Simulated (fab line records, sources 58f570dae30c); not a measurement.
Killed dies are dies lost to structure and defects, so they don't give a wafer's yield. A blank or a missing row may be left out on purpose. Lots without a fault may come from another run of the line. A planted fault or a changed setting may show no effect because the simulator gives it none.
Which tool did it? | flow berkeley_cmos170 | 15 lots, 45 wafers sampled, at 2 steps of a route of 331

WHAT THE GAUGES READ, wafer by wafer
UCB170_GATE_THK_MEAS_05.
lot  | measured     | on            | GATE_POLY_THK (nm)
L393 | day 5 14:33  | film_metro-03 | 214.4 213.8 213.5
L394 | day 6 01:04  | film_metro-01 | 214.7 215.5 215.6
L395 | day 6 13:31  | film_metro-02 | 215.6 215.8 217.2
L396 | day 6 13:31  | film_metro-03 | 214.1 217.2 214.8
L399 | day 6 16:20  | film_metro-03 | 217.9 218.8 217.4
L400 | day 7 02:47  | film_metro-02 | 425.6 424.2 427.9
L401 | day 7 01:13  | film_metro-03 | 216.9 215.6 216.5
L406 | day 8 18:11  | film_metro-01 | 216.5 215.6 216.9
L409 | day 9 09:50  | film_metro-03 | 428.8 429.8 431.1
L410 | day 9 09:49  | film_metro-01 | 435.9 436.8 435.2
L411 | day 9 16:22  | film_metro-01 | 220.4 220.0 218.4
L413 | day 10 01:34 | film_metro-01 | 215.8 216.6 214.6
L414 | day 10 09:06 | film_metro-01 | 216.4 215.1 216.1
L415 | day 10 14:07 | film_metro-01 | 219.6 216.7 216.4
L416 | day 10 14:05 | film_metro-02 | 216.4 216.4 217.1

WHICH TOOL RAN EACH LOT (tool, then ch and the chambers of the sampled wafers, then the start)
lot  | UCB170_GATE_CVD_04
L393 | lpcvd-02 ch 1, day 5 12:26
L394 | lpcvd-01 ch 1, day 5 23:40
L395 | lpcvd-01 ch 0, day 6 12:05
L396 | lpcvd-01 ch 1, day 6 12:05
L399 | lpcvd-01 ch 0, day 6 14:55
L400 | lpcvd-02 ch 1, day 6 23:49 and lpcvd-01 ch 1, day 7 01:22
L401 | lpcvd-02 ch 0, day 6 23:49
L406 | lpcvd-01 ch 1, day 8 16:47
L409 | lpcvd-01 ch 0, day 9 05:05
L410 | lpcvd-01 ch 0, day 9 05:05
L411 | lpcvd-01 ch 0, day 9 14:56
L413 | lpcvd-02 ch 0, day 9 23:28
L414 | lpcvd-01 ch 1, day 10 07:41
L415 | lpcvd-01 ch 0, day 10 12:41
L416 | lpcvd-01 ch 1, day 10 12:41
- UCB170_GATE_CVD_04: deposits poly-Si from SiH4, time 1440 s, target thk 214 nm.

WHAT THE TOOLS THEMSELVES READ (means of the sampled wafers that have a number; where no wafer has one, the mark that the record gives instead)
UCB170_GATE_CVD_04.
lot  | tool              | spike_tc_source_C (C) | susceptor_temp_C (C)
L393 | lpcvd-02          | 634.0                 | 609.64
L394 | lpcvd-01          | 633.7                 | 610.22
L395 | lpcvd-01          | 632.7                 | 610.03
L396 | lpcvd-01          | 632.6                 | 609.85
L399 | lpcvd-01          | 631.8                 | 609.65
L400 | lpcvd-02/lpcvd-01 | 633.0                 | 609.80
L401 | lpcvd-02          | 626.2                 | 610.20
L406 | lpcvd-01          | 633.3                 | 609.88
L409 | lpcvd-01          | 632.8                 | 610.02
L410 | lpcvd-01          | 631.4                 | 609.53
L411 | lpcvd-01          | 632.9                 | 609.91
L413 | lpcvd-02          | 626.3                 | 610.17
L414 | lpcvd-01          | 632.6                 | 610.21
L415 | lpcvd-01          | 632.3                 | 609.82
L416 | lpcvd-01          | 632.3                 | 609.89

THE ANSWER, worked out from the rows above alone
Rule: what is usual is taken from the lots themselves. Put in order of their means at a reading, lots are off if they are a third of the lots or fewer, leave a main group of 4 or more, and stand apart from it by a gap of 3 or more times the standard deviation of the main group's means; of several such gaps the widest counts. A main group whose means are all the same, to the digits that the tables above print for the reading, isn't used. A lot without any number at a reading at which 4 lots or more have one is off too. The other lots that the step has rows for count as sound. The gauges are gone through in route order, then the tools' own readings, and for those a lot's mean is taken as printed above. The first step at which some lot is off is used, and at that step the reading that is off furthest; a lot without a number counts as furthest.
Off: L400, L409, L410, at UCB170_GATE_THK_MEAS_05 (GATE_POLY_THK). The main group: mean 216.4 nm, standard deviation 1.4.
A tool fits if, at a process step before that reading, it ran every lot that is off, and no sound lot after the first of them. The gauges at UCB170_GATE_THK_MEAS_05 are tried like those tools. None of those tried fits.

WHAT THE SIMULATOR HAD PUT IN
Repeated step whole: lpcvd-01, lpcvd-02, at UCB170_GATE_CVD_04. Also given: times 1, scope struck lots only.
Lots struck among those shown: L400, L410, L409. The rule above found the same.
